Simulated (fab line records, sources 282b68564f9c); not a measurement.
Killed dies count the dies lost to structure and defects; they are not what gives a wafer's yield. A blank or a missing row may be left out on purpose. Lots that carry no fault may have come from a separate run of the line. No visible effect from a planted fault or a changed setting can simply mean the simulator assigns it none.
Comparing a struck lot with a sound one :: flow rit cmos :: 14 out of 202 route steps
Sound: the wafers L778.3, L778.4, L778.6. Struck: wafer L791.3. The cause is named last.
For every step that has rows: the tool of each side, followed by ch and its chambers, followed by its first start. Under that, the readings that differ: sound wafers :: struck wafers :: difference of the means :: sigmas: that difference in standard deviations of wafers without a fault.
alike: words and numbers the same on both sides, and readings whose means are apart by under 2 such deviations; not compared: readings that were withheld, readings missing a value for some wafer, numbers with overlapping values and no deviation given by the record, and bounds like >300 which may hide the same value.
Wherever a step has rows on one side only, a row that says differs or no value, or a row with sigmas, the two part there. When numbers do not overlap yet have no deviation, they are printed without sigmas and do not part them. Lack of a reading on every wafer of one side parts them only where that side has two or more wafers.

RIT_GATE_THK_MEAS_07:
  sound on film metro-03 at day 3 03:33; struck on film metro-01 at day 5 18:23
  alike: GATE_OXIDE_THK
then, 1 step without rows for these wafers: RIT_GATE_CVD_08 (deposits poly-Si from SiH4, target thk 250 nm, time 2220 s).
RIT_GATE_THK_MEAS_09:
  sound on film metro-02 at day 3 06:02; struck on film metro-02 at day 5 20:04
  alike: GATE_POLY_THK
then, 6 steps without rows for these wafers: RIT_GATE_HMDS_10 (prime time 60 s); RIT_GATE_COAT_11 (resist thk 850 nm); RIT_GATE_SOFTBAKE_12 (time 60 s); RIT_GATE_EXPOSE_13 (exposes mask M6, target cd 150 nm); RIT_GATE_PEB_14; RIT_GATE_DEVELOP_15 (develop time 50 s).
RIT_GATE_CD_MEAS_16: target cd 150 nm.
  sound on cd sem-02 at day 3 06:58; struck on cd sem-01 at day 5 20:59
reading: cd nm (nm)
sound: 147.6 148.6 150.2
struck: 155.9
difference: +7.1
sigmas: +3
RIT_GATE_OVL_MEAS_17:
  sound on overlay-02 at day 3 07:04; struck on overlay-01 at day 5 21:05
  alike: GATE_OVL
then, 1 step without rows for these wafers: RIT_GATE_HARDBAKE_18 (time 60 s).
RIT_GATE_ETCH_19: etches poly-Si in SF6/CHF3/O2, stops on SiO2, time 165 s, target depth 312.5 nm.
  sound on rie si-01 ch 1,2, day 3 07:25; struck on rie si-02 ch 3, day 5 21:16
reading: oes product au (a.u.)
sound: 0.860 0.840 0.855
struck: 1.032
difference: +0.180
sigmas: +15

reading: run length s (s)
sound: 193.2 192.6 192.6
struck: 151.8
difference: -41.0
sigmas: -99 or more

reading: model.NOVOLAK_of_GATE_COAT_11.thk nm (nm)
sound: 673.1 669.9 671.4
struck: 692
difference: +21
sigmas: 

reading: model.GATE.feature depth nm (nm)
sound: 245.7 248.1 247.8
struck: 234.4
difference: -12.8
sigmas: 

reading: model.etch.depth nm (nm)
sound: 245.7 248.1 247.8
struck: 234.4
difference: -12.8
sigmas: 
  alike: drypump motor current A, throttle valve pct
  not compared: rf hours counter h
RIT_GATE_STRIP_20: strips in O2, time 180 s.
  sound on plasma asher-04 ch 0,1, day 3 07:35; struck on plasma asher-02 ch 1, day 5 21:25
  alike: drypump motor current A
  not compared: rf hours counter h

== WHERE THEY PART ==
First at RIT_GATE_CD_MEAS_16; last, within this record, at RIT_GATE_ETCH_19. Later steps at which nothing parts them and some readings are alike: RIT_GATE_STRIP_20.

WHY: the cause the simulator had injected
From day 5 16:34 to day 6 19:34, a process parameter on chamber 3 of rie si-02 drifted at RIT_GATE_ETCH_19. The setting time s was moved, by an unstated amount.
